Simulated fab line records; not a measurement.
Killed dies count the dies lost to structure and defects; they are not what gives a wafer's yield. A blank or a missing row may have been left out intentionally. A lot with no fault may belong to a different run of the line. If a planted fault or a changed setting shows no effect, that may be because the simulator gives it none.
Struck lot and sound lot, side by side | flow ritCmos | 21 steps out of a route of 202
Sound: these wafers, L343.3, L343.5, L343.6. Wafers struck: L346.1, L346.2, L346.4. Last of all comes the cause.
Order at every step that has rows: each side's tool, ch and its chambers, its first start. Under that, the readings that differ: sound wafers | struck wafers | difference of the means | sigmas: that difference in standard deviations of wafers without a fault.
alike: words and numbers the same on both sides, and readings whose means are apart by under 2 such deviations; not compared: readings that were withheld, readings missing a value for some wafer, numbers with overlapping values and no deviation given by the record, and bounds like >300 which may hide the same value.
The two part at a step that has a row with sigmas, a row that says differs or no value, or rows on one side only. When numbers do not overlap yet have no deviation, they are printed without sigmas and do not part them. A reading that every wafer of one side lacks parts them only if that side has two wafers or more.

first, 6 steps without rows for these wafers: RIT_NSD_HMDS_00 (prime time 60 s); RIT_NSD_COAT_01 (resist thk 1000 nm); RIT_NSD_SOFTBAKE_02 (time 60 s); RIT_NSD_EXPOSE_03 (exposes mask M9, target cd 40700 nm); RIT_NSD_PEB_04; RIT_NSD_DEVELOP_05 (develop time 50 s).
RIT_NSD_OVL_MEAS_06:
  sound on overlay-02, day 5 00:55; struck on overlay-02, day 5 16:30
  alike: NSD_OVL
then, 2 steps without rows for these wafers: RIT_NSD_HARDBAKE_07 (time 60 s); RIT_NSD_IMPLANT_08.
RIT_NSD_STRIP_09: strips in O2, time 180 s.
  sound on plasmaAsher-02 ch 0,1, day 5 01:17; struck on plasmaAsher-01 ch 0,1, day 5 16:50
  alike: drypumpMotorCurrentA, rfReflPowerW
  not compared: rfHoursCounterH
RIT_NSD_TW_MEAS_10:
  sound on filmMetro-03, day 5 01:25; struck on filmMetro-01, day 5 17:01
  alike: NSD_TW
then, 1 step without rows for these wafers: RIT_PSD_HMDS_00 (prime time 60 s).
RIT_PSD_COAT_01: resist thk 1000 nm.
  sound on lithoTrack-01 ch 0, day 5 01:40; struck on lithoTrack-01 ch 0, day 5 17:22
reading                                 | sound                | struck               | difference | sigmas
spinSpeedRpm (rpm)                      | 3255.7 3250.0 3254.2 | 3377.1 3377.8 3377.9 | +124.3     | +50
model.NOVOLAK_of_PSD_COAT_01.thkNm (nm) | 998.5 1001 997.7     | 979.6 979 978.9      | -19.9      | 
then, 4 steps without rows for these wafers: RIT_PSD_SOFTBAKE_02 (time 60 s); RIT_PSD_EXPOSE_03 (exposes mask M10, target cd 40900 nm); RIT_PSD_PEB_04; RIT_PSD_DEVELOP_05 (develop time 50 s).
RIT_PSD_OVL_MEAS_06:
  sound on overlay-01, day 5 02:20; struck on overlay-01, day 5 18:13
  alike: PSD_OVL
RIT_PSD_HARDBAKE_07: time 60 s.
  sound on lithoTrack-04 ch 0, day 5 02:24; struck on lithoTrack-02 ch 0, day 5 18:15
reading                                 | sound             | struck            | difference | sigmas
model.NOVOLAK_of_PSD_COAT_01.thkNm (nm) | 882.5 884.9 881.8 | 865.9 865.3 865.3 | -17.6      | 
next, for these wafers, 1 step has no rows: RIT_PSD_IMPLANT_08.
RIT_M1_PROBE_99:
  sound on prober-02, day 5 11:19; struck on prober-02, day 6 02:56
  alike: killedAtContacts, killedAtFrontEnd, killedDies, killedOpen, killedShort

## WHERE THEY PART
Only at RIT_PSD_COAT_01, within this record. Later steps at which nothing parts them and some readings are alike: RIT_PSD_OVL_MEAS_06, RIT_M1_PROBE_99.

WHY: the cause the simulator had injected
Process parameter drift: lithoTrack-01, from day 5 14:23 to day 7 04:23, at RIT_PSD_COAT_01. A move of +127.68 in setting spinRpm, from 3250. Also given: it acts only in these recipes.
